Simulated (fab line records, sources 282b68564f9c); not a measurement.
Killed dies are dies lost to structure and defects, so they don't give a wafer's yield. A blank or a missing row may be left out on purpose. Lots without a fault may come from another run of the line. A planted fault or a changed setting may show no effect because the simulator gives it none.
Which tool did it? | flow rit_cmos | 6 lots, 18 wafers sampled, at 2 steps of a route of 202

WHAT THE GAUGES READ, wafer by wafer
RIT_GATE_CD_MEAS_16: target cd 150 nm.
lot  | measured    | on        | cd_nm (nm)
L473 | day 3 06:49 | cd_sem-02 | 153.4 152.9 152.9
L477 | day 4 01:03 | cd_sem-02 | 150.0 149.5 147.4
L483 | day 5 09:20 | cd_sem-01 | 149.6 148.9 147.3
L485 | day 5 16:17 | cd_sem-02 | 145.0 144.7 145.3
L488 | day 6 08:08 | cd_sem-02 | 147.6 148.7 148.6
L490 | day 6 21:05 | cd_sem-01 | 147.9 146.1 147.9

WHICH TOOL RAN EACH LOT (tool, then ch and the chambers of the sampled wafers, then the start)
lot  | RIT_GATE_EXPOSE_13
L473 | iline_stepper-02 ch 0, day 3 06:22
L477 | iline_stepper-01 ch 0, day 4 00:35
L483 | iline_stepper-02 ch 0, day 5 08:56
L485 | iline_stepper-01 ch 0, day 5 15:53
L488 | iline_stepper-01 ch 0, day 6 07:38
L490 | iline_stepper-01 ch 0, day 6 20:41
- RIT_GATE_EXPOSE_13: exposes mask M6, target cd 150 nm.

THE ANSWER, worked out from the rows above alone
Rule: what is usual is taken from the lots themselves. Put in order of their means at a reading, lots are off if they are a third of the lots or fewer, leave a main group of 4 or more, and stand apart from it by a gap of 3 or more times the standard deviation of the main group's means; of several such gaps the widest counts. A main group whose means are all the same, to the digits that the tables above print for the reading, isn't used. A lot without any number at a reading at which 4 lots or more have one is off too. The other lots that the step has rows for count as sound.
No lot is off at any reading shown: from this, nothing can be told.

WHAT THE SIMULATOR HAD PUT IN
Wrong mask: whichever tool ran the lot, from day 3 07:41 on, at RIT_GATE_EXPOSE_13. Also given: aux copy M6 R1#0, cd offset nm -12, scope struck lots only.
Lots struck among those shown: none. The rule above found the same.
